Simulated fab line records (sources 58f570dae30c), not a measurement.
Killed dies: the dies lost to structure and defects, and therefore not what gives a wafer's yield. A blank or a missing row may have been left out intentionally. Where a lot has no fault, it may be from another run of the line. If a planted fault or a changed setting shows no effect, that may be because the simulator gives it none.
fab line records -- flow berkeley-cmos170 -- part 1 of 2: steps 1 to 27 of 39
record lots=5, wafers=15, last-day=12
route steps=331 shown GATE@128 PLDD@145 NLDD@158
lots untouched by any fault: they come from a run of this same line in which no faults occurred
start-h: start of the lot's first displayed wafer, in hours after the record's first day -- wait-h: how many hours have passed since the lot's step before this one -- " the same as in the row above -- L1.1+2: several wafers, shown together as one row -- - no value present, or no start provided -- * or withheld: withheld -- < > ~ a bound
route shown NAME@n: NAME is a module with steps in the file, n the number in the route of the first one -- usual: the fault-free wafers' mean and standard deviation -- same: alike in all rows -- chamber/n: place in a boat -- sites: readings site by site -- _std_site: how widely they spread, as a standard deviation -- _edge_site: the outer-site mean with the inner-site mean subtracted -- radius-mm: for every site, how far away it sits from the centre of the wafer -- mask NAME#n: copy n -- behind: the last tool/chamber to shape the wafer -- hold: the reason the lot was held/the length of the hold in hours/how it ended -- device: which transistor (n, p or np) failed to switch -- end of line: the same wafers' tests at the end of the route -- a step with no rows: only its recipe -- killed: not the wafer's yield, but the dies lost to structure and defects at the first sort -- map: shows each die of a wafer: x if killed, . if not, _ if none is there
set.NAME: setting as actually run; set.NAME@STEP: the setting as run at that earlier step -- model.NAME: the simulator's own value behind a step, which no gauge read
certain route steps with their lots: each step a table, each wafer a row
services: a tool's chamber out of use, with start hour (start-h, from the record's first day; less than 0 if before it), hours out, and reason
## steps
# step UCB170_GATE_THK_MEAS_02
# recipe reads=SiO2_of_GATE_OXIDATION_01
# usual GATE_OXIDE_THK=6.56/0.11
lot.wafer,tool,chamber,start-h,wait-h,GATE_OXIDE_THK[nm]
L076.1,film-metro-03,-,145.16,0.0,6.62
L076.4,film-metro-03,-,145.16,0.0,6.59
L076.6,film-metro-03,-,145.16,0.0,6.56
L083.1,film-metro-02,-,171.08,0.0,6.53
L083.5,film-metro-02,-,171.08,0.0,6.60
L083.6,film-metro-02,-,171.08,0.0,6.58
L085.2,film-metro-02,-,186.07,0.0,6.59
L085.3,film-metro-02,-,186.07,0.0,6.62
L085.5,film-metro-02,-,186.07,0.0,6.60
L088.3,film-metro-03,-,211.72,0.0,6.68
L088.5,film-metro-03,-,211.72,0.0,6.57
L088.6,film-metro-03,-,211.72,0.0,6.53
L093.1,film-metro-03,-,247.57,0.0,6.57
L093.3,film-metro-03,-,247.57,0.0,6.49
L093.5,film-metro-03,-,247.57,0.0,6.39
# step UCB170_GATE_ANNEAL_03
# recipe temp-c=900, time-s=1800, ambient=N2
# usual spike-tc-centre-C=901.2/1.1, zone-power-centre-pct=43/3.9
lot.wafer,tool,chamber,start-h,wait-h,spike-tc-centre-C,zone-power-centre-pct
L076.1,furnace-01,0,150.93,5.8,901.7,47
L076.4,furnace-01,0,150.93,5.8,901.9,47
L076.6,furnace-01,0,150.93,5.8,900.4,47
L083.1,furnace-04,0,176.23,5.1,899.6,41
L083.5,furnace-04,0,176.23,5.1,899.7,40
L083.6,furnace-04,0,176.23,5.1,903.3,40
L085.2,furnace-04,0,193.41,7.3,900.7,41
L085.3,furnace-04,0,193.41,7.3,901.8,40
L085.5,furnace-04,0,193.41,7.3,900.7,41
L088.3,furnace-01,0,215.95,4.2,900.6,46
L088.5,furnace-01,0,215.95,4.2,903.3,47
L088.6,furnace-01,0,215.95,4.2,901.1,47
L093.1,furnace-04,0,250.53,3.0,899.6,41
L093.3,furnace-04,0,250.53,3.0,900.3,41
L093.5,furnace-04,0,250.53,3.0,899.5,41
# step UCB170_GATE_CVD_04
# recipe material=poly-Si, temp-c=610, precursor=SiH4, time-s=1440, pressure-mtorr=375, target-thk-nm=214, sih4-flow-sccm=120
# usual spike-tc-centre-C=612.1/1.6, zone-power-centre-pct=26.7/0.78
lot.wafer,tool,chamber,start-h,wait-h,spike-tc-centre-C,zone-power-centre-pct
L076.1,lpcvd-02,0,152.43,0.0,613.4,28.2
L076.4,lpcvd-02,0,152.43,0.0,613.5,28.9
L076.6,lpcvd-02,0,152.43,0.0,612.7,27.7
L083.1,lpcvd-01,0,177.73,0.0,610.8,26.3
L083.5,lpcvd-01,0,177.73,0.0,609.4,26.7
L083.6,lpcvd-01,0,177.73,0.0,609.1,26.6
L085.2,lpcvd-01,0,195.41,0.5,610.8,26.7
L085.3,lpcvd-01,0,195.41,0.5,611.5,26.1
L085.5,lpcvd-01,0,195.41,0.5,611.2,26.2
L088.3,lpcvd-02,0,217.45,0.0,611.7,28.5
L088.5,lpcvd-02,0,217.45,0.0,614.7,28.1
L088.6,lpcvd-02,0,217.45,0.0,612.6,28.7
L093.1,lpcvd-01,1,252.03,0.0,610.5,27.1
L093.3,lpcvd-01,1,252.03,0.0,613.6,26.3
L093.5,lpcvd-01,1,252.03,0.0,612.9,26.8
# step UCB170_GATE_THK_MEAS_05
# recipe reads=poly-Si_of_GATE_CVD_04
# usual GATE_POLY_THK=214.4/1.9
lot.wafer,tool,chamber,start-h,wait-h,GATE_POLY_THK[nm]
L076.1,film-metro-03,-,153.83,0.0,215.1
L076.4,film-metro-03,-,153.83,0.0,215.6
L076.6,film-metro-03,-,153.83,0.0,213.9
L083.1,film-metro-03,-,179.13,0.0,216.5
L083.5,film-metro-03,-,179.13,0.0,215.8
L083.6,film-metro-03,-,179.13,0.0,215.6
L085.2,film-metro-03,-,197.52,0.0,215.6
L085.3,film-metro-03,-,197.52,0.0,212.0
L085.5,film-metro-03,-,197.52,0.0,213.5
L088.3,film-metro-02,-,218.87,0.0,215.2
L088.5,film-metro-02,-,218.87,0.0,216.2
L088.6,film-metro-02,-,218.87,0.0,215.8
L093.1,film-metro-03,-,253.43,0.0,214.3
L093.3,film-metro-03,-,253.43,0.0,213.6
L093.5,film-metro-03,-,253.43,0.0,214.7
# step UCB170_GATE_COAT_06
# recipe resist=BARC, temp-c=withheld, time-s=withheld, spin-rpm=3000, resist-thk-nm=withheld
# usual exhaust-pa=45.0/0.87
lot.wafer,tool,chamber,start-h,wait-h,exhaust-pa
L076.1,litho-track-02,0,154.38,0.5,45.2
L076.4,litho-track-02,0,154.38,0.5,43.3
L076.6,litho-track-02,0,154.38,0.5,43.5
L083.1,litho-track-02,0,179.29,0.1,45.9
L083.5,litho-track-02,0,179.29,0.1,44.4
L083.6,litho-track-02,0,179.29,0.1,45.1
L085.2,litho-track-04,0,197.59,0.1,45.7
L085.3,litho-track-04,0,197.59,0.1,45.2
L085.5,litho-track-04,0,197.59,0.1,45.1
L088.3,litho-track-03,0,219.07,0.2,46.5
L088.5,litho-track-03,0,219.07,0.2,46.0
L088.6,litho-track-03,0,219.07,0.2,45.8
L093.1,litho-track-02,0,253.52,0.1,45.5
L093.3,litho-track-02,0,253.52,0.1,45.1
L093.5,litho-track-02,0,253.52,0.1,44.8
# step UCB170_GATE_COAT_07
# recipe resist=KrF, spin-rpm=1500, resist-thk-nm=900
# usual exhaust-pa=45.1/1
lot.wafer,tool,chamber,start-h,wait-h,exhaust-pa
L076.1,litho-track-02,0,-,-,44.8
L076.4,litho-track-02,0,-,-,44.2
L076.6,litho-track-02,0,-,-,44.4
L083.1,litho-track-02,0,-,-,43.8
L083.5,litho-track-02,0,-,-,43.1
L083.6,litho-track-02,0,-,-,44.0
L085.2,litho-track-04,0,-,-,45.0
L085.3,litho-track-04,0,-,-,44.2
L085.5,litho-track-04,0,-,-,44.5
L088.3,litho-track-03,0,-,-,43.7
L088.5,litho-track-03,0,-,-,44.4
L088.6,litho-track-03,0,-,-,42.7
L093.1,litho-track-02,0,-,-,46.1
L093.3,litho-track-02,0,-,-,45.4
L093.5,litho-track-02,0,-,-,46.7
# step UCB170_GATE_SOFTBAKE_08
# recipe resist=KrF, temp-c=130, time-s=60
# usual exhaust-pa=44.7/0.85
lot.wafer,tool,chamber,start-h,wait-h,exhaust-pa
L076.1,litho-track-02,0,-,-,44.4
L076.4,litho-track-02,0,-,-,45.3
L076.6,litho-track-02,0,-,-,44.0
L083.1,litho-track-02,0,-,-,45.8
L083.5,litho-track-02,0,-,-,43.9
L083.6,litho-track-02,0,-,-,44.8
L085.2,litho-track-04,0,-,-,45.4
L085.3,litho-track-04,0,-,-,44.2
L085.5,litho-track-04,0,-,-,45.2
L088.3,litho-track-03,0,-,-,44.3
L088.5,litho-track-03,0,-,-,44.9
L088.6,litho-track-03,0,-,-,44.5
L093.1,litho-track-02,0,-,-,45.8
L093.3,litho-track-02,0,-,-,43.6
L093.5,litho-track-02,0,-,-,44.4
# step UCB170_GATE_EXPOSE_09
# recipe mask-id=POLY, target-cd-nm=350, na=0.5, sigma-outer=0.6, source-shape=conventional, dose-mj=21
lot.wafer,tool,chamber,start-h,wait-h,mask
L076.1+4+6,krf-scanner-01,0,154.96,-,POLY#0
L083.1+5+6,krf-scanner-02,0,179.98,-,POLY#0
L085.2+3+5,krf-scanner-01,0,198.16,-,POLY#0
L088.3+5+6,krf-scanner-02,0,219.88,-,POLY#0
L093.1+3+5,krf-scanner-01,0,253.97,-,POLY#0
# step UCB170_GATE_PEB_10
# recipe peb-temp-c=130, peb-time-s=withheld, resist=KrF
# usual exhaust-pa=44.9/0.82
lot.wafer,tool,chamber,start-h,wait-h,exhaust-pa
L076.1,litho-track-03,0,155.58,0.6,45.4
L076.4,litho-track-03,0,155.58,0.6,44.8
L076.6,litho-track-03,0,155.58,0.6,45.1
L083.1,litho-track-04,0,180.19,0.2,44.6
L083.5,litho-track-04,0,180.19,0.2,42.2
L083.6,litho-track-04,0,180.19,0.2,43.8
L085.2,litho-track-02,0,198.28,0.1,45.8
L085.3,litho-track-02,0,198.28,0.1,45.4
L085.5,litho-track-02,0,198.28,0.1,44.4
L088.3,litho-track-02,0,220.00,0.1,45.5
L088.5,litho-track-02,0,220.00,0.1,44.7
L088.6,litho-track-02,0,220.00,0.1,44.6
L093.1,litho-track-04,0,254.24,0.3,45.9
L093.3,litho-track-04,0,254.24,0.3,44.9
L093.5,litho-track-04,0,254.24,0.3,46.0
# step UCB170_GATE_DEVELOP_11
# recipe developer=TMAH, develop-time-s=45, resist=KrF, dev-temp-c=21
# usual exhaust-pa=45.0/0.79
lot.wafer,tool,chamber,start-h,wait-h,exhaust-pa
L076.1,litho-track-03,0,-,-,43.7
L076.4,litho-track-03,0,-,-,43.3
L076.6,litho-track-03,0,-,-,45.4
L083.1,litho-track-04,0,-,-,46.4
L083.5,litho-track-04,0,-,-,44.8
L083.6,litho-track-04,0,-,-,45.6
L085.2,litho-track-02,0,-,-,45.6
L085.3,litho-track-02,0,-,-,44.8
L085.5,litho-track-02,0,-,-,45.5
L088.3,litho-track-02,0,-,-,46.3
L088.5,litho-track-02,0,-,-,45.0
L088.6,litho-track-02,0,-,-,44.5
L093.1,litho-track-04,0,-,-,45.9
L093.3,litho-track-04,0,-,-,44.4
L093.5,litho-track-04,0,-,-,43.2
# step UCB170_GATE_CD_MEAS_12
# recipe target-cd-nm=350
# usual cd-nm=350.3/1.5
lot.wafer,tool,chamber,start-h,wait-h,cd-nm
L076.1,cd-sem-01,-,155.85,-,351.6
L076.4,cd-sem-01,-,155.85,-,351.7
L076.6,cd-sem-01,-,155.85,-,351.2
L083.1,cd-sem-01,-,180.70,-,349.2
L083.5,cd-sem-01,-,180.70,-,349.3
L083.6,cd-sem-01,-,180.70,-,349.1
L085.2,cd-sem-01,-,198.56,-,352.7
L085.3,cd-sem-01,-,198.56,-,350.7
L085.5,cd-sem-01,-,198.56,-,351.2
L088.3,cd-sem-01,-,220.28,-,348.6
L088.5,cd-sem-01,-,220.28,-,348.9
L088.6,cd-sem-01,-,220.28,-,349.0
L093.1,cd-sem-01,-,254.52,-,350.8
L093.3,cd-sem-01,-,254.52,-,348.8
L093.5,cd-sem-01,-,254.52,-,350.3
# step UCB170_GATE_OVL_MEAS_13
# usual GATE_OVL=0/4.7
lot.wafer,tool,chamber,start-h,wait-h,GATE_OVL[nm]
L076.1,overlay-01,-,155.97,0.1,7
L076.4,overlay-01,-,155.97,0.1,-1
L076.6,overlay-01,-,155.97,0.1,-1
L083.1,overlay-01,-,180.82,0.1,-1
L083.5,overlay-01,-,180.82,0.1,-8
L083.6,overlay-01,-,180.82,0.1,-2
L085.2,overlay-01,-,198.66,0.1,3
L085.3,overlay-01,-,198.66,0.1,0
L085.5,overlay-01,-,198.66,0.1,0
L088.3,overlay-01,-,220.37,0.1,-1
L088.5,overlay-01,-,220.37,0.1,-5
L088.6,overlay-01,-,220.37,0.1,-2
L093.1,overlay-01,-,254.64,0.1,11
L093.3,overlay-01,-,254.64,0.1,11
L093.5,overlay-01,-,254.64,0.1,7
# step UCB170_GATE_ETCH_14
# recipe chemistry=N2/H2, target-depth-a=withheld, overetch-a=withheld, target=BARC, time-s=withheld, source-w=500, bias-w=100, pressure-mtorr=30, n2-flow-sccm=100, h2-flow-sccm=200
# usual drypump-motor-current-A=5.6/0.59, oes-product-au=0.998/0.017, throttle-valve-pct=13.24/0.19
lot.wafer,tool,chamber,start-h,wait-h,drypump-motor-current-A,oes-product-au,throttle-valve-pct
L076.1,rie-diel-01,0,156.01,0.0,5.3,1.008,13.47
L076.4,rie-diel-01,3,156.01,0.0,5.1,1.004,13.26
L076.6,rie-diel-01,1,156.01,0.0,5.3,0.980,13.37
L083.1,rie-diel-03,1,180.86,0.0,4.7,1.018,12.86
L083.5,rie-diel-03,1,180.86,0.0,4.7,1.028,12.87
L083.6,rie-diel-03,0,180.86,0.0,4.9,1.005,13.42
L085.2,rie-diel-01,1,198.69,0.0,5.3,1.008,13.38
L085.3,rie-diel-01,2,198.69,0.0,5.8,0.991,13.16
L085.5,rie-diel-01,3,198.69,0.0,5.1,0.996,13.27
L088.3,rie-diel-02,1,220.40,0.0,5.1,0.994,13.30
L088.5,rie-diel-02,3,220.40,0.0,6.2,0.989,13.30
L088.6,rie-diel-02,2,220.40,0.0,6.7,0.985,13.34
L093.1,rie-diel-03,0,254.67,0.0,5.0,1.024,13.44
L093.3,rie-diel-03,3,254.67,0.0,6.0,0.992,12.96
L093.5,rie-diel-03,1,254.67,0.0,4.8,1.038,12.86
# step UCB170_GATE_ETCH_15
# recipe chemistry=HBr/Cl2, target=poly-Si, stop-on=SiO2, over-etch-frac=0.3, icp-w=300, bias-w=150, time-s=56.3, pressure-mtorr=15, HBr_flow_sccm=150, Cl2_flow_sccm=50, target-depth-a=2782
# usual drypump-motor-current-A=5.8/0.45, oes-product-au=0.831/0.011, throttle-valve-pct=26.30/0.16
lot.wafer,tool,chamber,start-h,wait-h,drypump-motor-current-A,oes-product-au,rf-hours-counter-h,throttle-valve-pct
L076.1,rie-si-02,2,156.05,-,5.5,0.846,1,26.53
L076.4,rie-si-02,1,156.05,-,5.9,0.840,81,26.44
L076.6,rie-si-02,0,156.05,-,5.0,0.817,-,26.13
L083.1,rie-si-02,2,180.90,-,5.5,0.849,1,26.51
L083.5,rie-si-02,0,180.90,-,4.9,0.833,-,26.11
L083.6,rie-si-02,1,180.90,-,5.9,0.832,-,26.45
L085.2,rie-si-01,1,198.73,-,5.5,0.842,1,26.32
L085.3,rie-si-01,2,198.73,-,6.3,0.806,2,26.29
L085.5,rie-si-01,0,198.73,-,5.9,0.839,-,26.05
L088.3,rie-si-02,0,220.44,-,5.0,0.828,0,26.11
L088.5,rie-si-02,1,220.44,-,5.9,0.832,-,26.44
L088.6,rie-si-02,2,220.44,-,5.6,0.838,-,26.52
L093.1,rie-si-01,3,254.72,-,5.9,0.836,0,26.51
L093.3,rie-si-01,0,254.72,-,5.9,0.841,1,26.04
L093.5,rie-si-01,2,254.72,-,6.3,0.824,-,26.30
# step UCB170_GATE_STRIP_16
# recipe chemistry=O2, power-w=400, pressure-mtorr=3500, platen-temp-c=withheld, o2-flow-sccm=400, overash-fraction=0.5
# usual drypump-motor-current-A=5.9/0.48, oes-product-au=0.724/0.0045
lot.wafer,tool,chamber,start-h,wait-h,drypump-motor-current-A,oes-product-au,rf-hours-counter-h
L076.1,plasma-asher-01,0,156.10,0.0,5.7,0.732,42
L076.4,plasma-asher-01,1,156.10,0.0,6.1,0.715,-
L076.6,plasma-asher-01,1,156.10,0.0,6.1,0.724,-
L083.1,plasma-asher-02,1,180.95,0.0,5.6,0.727,40
L083.5,plasma-asher-02,1,180.95,0.0,5.6,0.731,-
L083.6,plasma-asher-02,0,180.95,0.0,6.5,0.723,-
L085.2,plasma-asher-01,0,198.78,0.0,5.7,0.721,46
L085.3,plasma-asher-01,1,198.78,0.0,6.1,0.728,-
L085.5,plasma-asher-01,0,198.78,0.0,5.8,0.719,-
L088.3,plasma-asher-02,1,220.52,0.1,5.7,0.730,-
L088.5,plasma-asher-02,0,220.52,0.1,6.5,0.726,-
L088.6,plasma-asher-02,1,220.52,0.1,5.7,0.719,-
L093.1,plasma-asher-01,1,254.76,0.0,6.0,0.719,52
L093.3,plasma-asher-01,0,254.76,0.0,5.8,0.717,-
L093.5,plasma-asher-01,0,254.76,0.0,5.8,0.723,-
# step UCB170_GATE_CD_MEAS_90
# recipe target-cd-nm=350
# usual cd-nm=350.3/1.6
lot.wafer,tool,chamber,start-h,wait-h,cd-nm
L076.1,cd-sem-01,-,156.20,0.1,350.9
L076.4,cd-sem-01,-,156.20,0.1,352.0
L076.6,cd-sem-01,-,156.20,0.1,352.1
L083.1,cd-sem-01,-,181.30,0.3,349.6
L083.5,cd-sem-01,-,181.30,0.3,349.6
L083.6,cd-sem-01,-,181.30,0.3,348.8
L085.2,cd-sem-01,-,198.90,0.1,353.2
L085.3,cd-sem-01,-,198.90,0.1,350.6
L085.5,cd-sem-01,-,198.90,0.1,350.1
L088.3,cd-sem-01,-,220.64,0.1,349.8
L088.5,cd-sem-01,-,220.64,0.1,348.2
L088.6,cd-sem-01,-,220.64,0.1,349.2
L093.1,cd-sem-01,-,254.86,0.1,351.6
L093.3,cd-sem-01,-,254.86,0.1,348.8
L093.5,cd-sem-01,-,254.86,0.1,349.9
# step UCB170_GATE_CLEAN_17
# recipe chemistry=SPM, temp-c=120, time-s=600
lot.wafer,tool,chamber,start-h,wait-h
L076.1+4+6,wet-bench-01,3,158.74,2.5
L083.1+5+6,wet-bench-04,2,181.42,0.1
L085.2+3+5,wet-bench-04,3,199.00,0.1
L088.3+5+6,wet-bench-04,1,220.74,0.1
L093.1+3+5,wet-bench-01,3,254.99,0.1
# step UCB170_PLDD_HMDS_00
# recipe prime-time-s=60, prime-temp-c=100
# usual exhaust-pa=45.1/0.92
lot.wafer,tool,chamber,start-h,wait-h,exhaust-pa
L076.1,litho-track-04,0,159.18,0.3,46.5
L076.4,litho-track-04,0,159.18,0.3,45.3
L076.6,litho-track-04,0,159.18,0.3,44.7
L083.1,litho-track-01,0,181.72,0.1,45.2
L083.5,litho-track-01,0,181.72,0.1,45.0
L083.6,litho-track-01,0,181.72,0.1,44.8
L085.2,litho-track-03,0,199.65,0.5,46.1
L085.3,litho-track-03,0,199.65,0.5,45.4
L085.5,litho-track-03,0,199.65,0.5,45.4
L088.3,litho-track-01,0,221.17,0.3,46.0
L088.5,litho-track-01,0,221.17,0.3,44.8
L088.6,litho-track-01,0,221.17,0.3,45.8
L093.1,litho-track-01,0,255.18,0.0,44.9
L093.3,litho-track-01,0,255.18,0.0,44.9
L093.5,litho-track-01,0,255.18,0.0,45.1
# step UCB170_PLDD_COAT_01
# recipe resist=KrF, spin-rpm=1500, resist-thk-nm=900
# usual exhaust-pa=45.0/0.94
lot.wafer,tool,chamber,start-h,wait-h,exhaust-pa
L076.1,litho-track-04,0,159.33,0.1,45.2
L076.4,litho-track-04,0,159.33,0.1,45.7
L076.6,litho-track-04,0,159.33,0.1,45.8
L083.1,litho-track-01,0,181.87,0.1,43.3
L083.5,litho-track-01,0,181.87,0.1,45.7
L083.6,litho-track-01,0,181.87,0.1,43.7
L085.2,litho-track-03,0,199.80,0.1,44.9
L085.3,litho-track-03,0,199.80,0.1,43.3
L085.5,litho-track-03,0,199.80,0.1,43.6
L088.3,litho-track-01,0,221.32,0.1,46.0
L088.5,litho-track-01,0,221.32,0.1,45.5
L088.6,litho-track-01,0,221.32,0.1,44.7
L093.1,litho-track-01,0,255.33,0.1,42.3
L093.3,litho-track-01,0,255.33,0.1,44.1
L093.5,litho-track-01,0,255.33,0.1,43.7
# step UCB170_PLDD_SOFTBAKE_02
# recipe resist=KrF, temp-c=130, time-s=60
# usual exhaust-pa=45.0/0.95
lot.wafer,tool,chamber,start-h,wait-h,exhaust-pa
L076.1,litho-track-04,0,159.48,0.1,43.5
L076.4,litho-track-04,0,159.48,0.1,44.2
L076.6,litho-track-04,0,159.48,0.1,45.5
L083.1,litho-track-01,0,182.02,0.1,45.3
L083.5,litho-track-01,0,182.02,0.1,45.2
L083.6,litho-track-01,0,182.02,0.1,45.5
L085.2,litho-track-03,0,199.95,0.1,43.5
L085.3,litho-track-03,0,199.95,0.1,46.2
L085.5,litho-track-03,0,199.95,0.1,44.3
L088.3,litho-track-01,0,221.47,0.1,43.6
L088.5,litho-track-01,0,221.47,0.1,45.7
L088.6,litho-track-01,0,221.47,0.1,45.5
L093.1,litho-track-01,0,255.48,0.1,45.1
L093.3,litho-track-01,0,255.48,0.1,44.2
L093.5,litho-track-01,0,255.48,0.1,43.9
# step UCB170_PLDD_EXPOSE_03
# recipe mask-id=PSELECT, na=0.5, sigma-outer=0.6, source-shape=conventional, target-cd-nm=1200, dose-mj=30
lot.wafer,tool,chamber,start-h,wait-h,mask
L076.1+4+6,krf-scanner-02,0,159.75,0.2,PSELECT#0
L083.1+5+6,krf-scanner-02,0,182.30,0.2,PSELECT#0
L085.2+3+5,krf-scanner-02,0,200.10,0.1,PSELECT#0
L088.3+5+6,krf-scanner-02,0,221.61,0.1,PSELECT#0
L093.1+3+5,krf-scanner-02,0,255.75,0.2,PSELECT#0
# step UCB170_PLDD_PEB_04
# recipe peb-temp-c=130, peb-time-s=withheld, resist=KrF
# usual exhaust-pa=44.9/0.8
lot.wafer,tool,chamber,start-h,wait-h,exhaust-pa
L076.1,litho-track-04,0,159.87,0.1,45.8
L076.4,litho-track-04,0,159.87,0.1,44.8
L076.6,litho-track-04,0,159.87,0.1,45.2
L083.1,litho-track-01,0,182.62,0.3,43.3
L083.5,litho-track-01,0,182.62,0.3,45.7
L083.6,litho-track-01,0,182.62,0.3,43.9
L085.2,litho-track-01,0,200.51,0.4,45.1
L085.3,litho-track-01,0,200.51,0.4,44.7
L085.5,litho-track-01,0,200.51,0.4,44.2
L088.3,litho-track-01,0,221.74,0.1,45.5
L088.5,litho-track-01,0,221.74,0.1,45.3
L088.6,litho-track-01,0,221.74,0.1,46.0
L093.1,litho-track-01,0,255.95,0.2,45.3
L093.3,litho-track-01,0,255.95,0.2,45.5
L093.5,litho-track-01,0,255.95,0.2,45.9
# step UCB170_PLDD_DEVELOP_05
# recipe developer=TMAH, develop-time-s=45, resist=KrF, dev-temp-c=21
# usual exhaust-pa=45.1/0.78
lot.wafer,tool,chamber,start-h,wait-h,exhaust-pa
L076.1,litho-track-04,0,-,-,45.4
L076.4,litho-track-04,0,-,-,44.3
L076.6,litho-track-04,0,-,-,44.4
L083.1,litho-track-01,0,-,-,44.4
L083.5,litho-track-01,0,-,-,45.3
L083.6,litho-track-01,0,-,-,44.6
L085.2,litho-track-01,0,-,-,44.6
L085.3,litho-track-01,0,-,-,43.4
L085.5,litho-track-01,0,-,-,44.7
L088.3,litho-track-01,0,-,-,47.0
L088.5,litho-track-01,0,-,-,46.6
L088.6,litho-track-01,0,-,-,46.6
L093.1,litho-track-01,0,-,-,45.2
L093.3,litho-track-01,0,-,-,45.4
L093.5,litho-track-01,0,-,-,44.0
# step UCB170_PLDD_CD_MEAS_06
# recipe target-cd-nm=1200
# usual cd-nm=1199.8/1.3
lot.wafer,tool,chamber,start-h,wait-h,cd-nm
L076.1,cd-sem-01,-,160.14,-,1199.9
L076.4,cd-sem-01,-,160.14,-,1200.3
L076.6,cd-sem-01,-,160.14,-,1198.8
L083.1,cd-sem-01,-,183.01,-,1197.2
L083.5,cd-sem-01,-,183.01,-,1198.8
L083.6,cd-sem-01,-,183.01,-,1197.0
L085.2,cd-sem-01,-,200.79,-,1199.3
L085.3,cd-sem-01,-,200.79,-,1201.0
L085.5,cd-sem-01,-,200.79,-,1200.5
L088.3,cd-sem-01,-,222.13,-,1199.0
L088.5,cd-sem-01,-,222.13,-,1198.9
L088.6,cd-sem-01,-,222.13,-,1198.8
L093.1,cd-sem-01,-,256.23,-,1199.3
L093.3,cd-sem-01,-,256.23,-,1200.2
L093.5,cd-sem-01,-,256.23,-,1198.4
# step UCB170_PLDD_OVL_MEAS_07
# usual PLDD_OVL=-3/4.9
lot.wafer,tool,chamber,start-h,wait-h,PLDD_OVL[nm]
L076.1,overlay-02,-,160.26,0.1,-2
L076.4,overlay-02,-,160.26,0.1,-7
L076.6,overlay-02,-,160.26,0.1,-9
L083.1,overlay-02,-,183.13,0.1,-4
L083.5,overlay-02,-,183.13,0.1,-6
L083.6,overlay-02,-,183.13,0.1,-4
L085.2,overlay-01,-,200.90,0.1,-4
L085.3,overlay-01,-,200.90,0.1,-1
L085.5,overlay-01,-,200.90,0.1,-4
L088.3,overlay-02,-,222.22,0.1,0
L088.5,overlay-02,-,222.22,0.1,9
L088.6,overlay-02,-,222.22,0.1,3
L093.1,overlay-01,-,256.35,0.1,4
L093.3,overlay-01,-,256.35,0.1,-2
L093.5,overlay-01,-,256.35,0.1,-2
# step UCB170_PLDD_IMPLANT_08
# recipe species=BF2, dose-cm2=5e+13, energy-kev=10, tilt-deg=7, rotation-deg=0
# same implant-ion-amu=49
lot.wafer,tool,chamber,start-h,wait-h
L076.1+4+6,implanter-04,0,160.30,0.0
L083.1+5+6,implanter-04,0,183.17,0.0
L085.2+3+5,implanter-04,0,200.95,0.0
L088.3+5+6,implanter-02,0,222.30,0.1
L093.1+3+5,implanter-02,0,256.38,0.0
# step UCB170_PLDD_IMPLANT_09
# recipe species=BF2, dose-cm2=5e+13, energy-kev=10, tilt-deg=7, rotation-deg=180
# same implant-ion-amu=49
lot.wafer,tool,chamber,start-h,wait-h
L076.1+4+6,implanter-04,0,160.45,0.1
L083.1+5+6,implanter-04,0,183.32,0.1
L085.2+3+5,implanter-04,0,201.10,0.1
L088.3+5+6,implanter-02,0,222.45,0.1
L093.1+3+5,implanter-02,0,256.53,0.1
